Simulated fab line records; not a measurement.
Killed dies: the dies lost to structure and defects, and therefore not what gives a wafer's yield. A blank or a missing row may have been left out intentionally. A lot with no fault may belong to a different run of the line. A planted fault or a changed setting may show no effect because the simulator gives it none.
Comparing a struck lot with a sound one	flow berkeley_cmos170	14 out of 331 route steps
Sound: the wafers L453.1, L453.2, L453.5. Struck: wafers L467.1, L467.2, L467.3. Last of all comes the cause.
Each step with rows lists, per side, the tool, then ch with its chambers, then its first start. Under that, the readings that differ: sound wafers	struck wafers	difference of the means	sigmas: that difference in standard deviations of wafers without a fault.
alike: readings whose means differ by less than 2 such deviations, and words and numbers that are the same on both sides. not compared: withheld readings, readings that some wafer has no value for, bounds like >300 that may hide the same value, and numbers for which the record gives no deviation and whose values overlap.
A row with sigmas, a row that says differs or no value, or rows on one side alone: a step with any of these is where the two part. When numbers do not overlap yet have no deviation, they are printed without sigmas and do not part them. A reading missing from all wafers of one side parts the sides only when that side holds two or more wafers.

UCB170_START_BOW_MEAS_00:
  sound: film_metro-04 at day 1 10:00; struck: film_metro-04 at day 4 08:00
  alike: INCOMING_BOW
then, 2 steps without rows for these wafers: UCB170_START_CLEAN_01 (cleans in dHF, time 60 s); UCB170_START_OXIDATION_02 (target thk 20 nm, ox time 1800 s).
UCB170_START_THK_MEAS_03:
  sound: film_metro-04 at day 1 16:08; struck: film_metro-03 at day 4 14:18
  alike: START_OXIDE_THK
then, 7 steps without rows for these wafers: UCB170_START_ANNEAL_04 (time 1200 s); UCB170_ZERO_HMDS_00 (prime time 60 s); UCB170_ZERO_COAT_01 (resist thk 900 nm); UCB170_ZERO_SOFTBAKE_02 (time 60 s); UCB170_ZERO_EXPOSE_03 (exposes mask PM MARKS, target cd 4000 nm); UCB170_ZERO_PEB_04; UCB170_ZERO_DEVELOP_05 (develop time 45 s).
UCB170_ZERO_ETCH_06: etches SiO2 in CHF3/CF4/Ar, time 12 s.
  sound on rie_diel-02 ch 1,3, day 1 23:35; struck on rie_diel-01 ch 0,2,3, day 4 22:35
reading	sound	struck	difference	sigmas
oes_product_au (a.u.)	0.626 0.617 0.618	0.537 0.523 0.531	-0.090	-12
over_etch_frac	1.58 1.58 1.58	3.2081 3.2081 3.2081	+1.6281	
  alike: drypump_motor_current_A, throttle_valve_pct
  not compared: rf_hours_counter_h
UCB170_ZERO_STRIP_07: strips in O2.
  sound on plasma_asher-03 ch 0,1, day 1 23:37; struck on plasma_asher-03 ch 0,1, day 4 22:36
  alike: drypump_motor_current_A, oes_product_au, strip_time_to_endpoint_s
  not compared: rf_hours_counter_h
then, 1 step without rows for these wafers: UCB170_NWELL_WET_ETCH_00 (etches SiO2 in dHF, time 200 s).

WHERE THEY PART
At UCB170_ZERO_ETCH_06 and nowhere else, as far as this record goes. Later steps at which nothing parts them and some readings are alike: UCB170_ZERO_STRIP_07.

WHY: what the simulator had put in
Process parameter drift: rie_diel-01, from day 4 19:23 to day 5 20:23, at UCB170_ZERO_ETCH_06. A move of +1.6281 in setting over_etch_frac, from 1.58. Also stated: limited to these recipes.
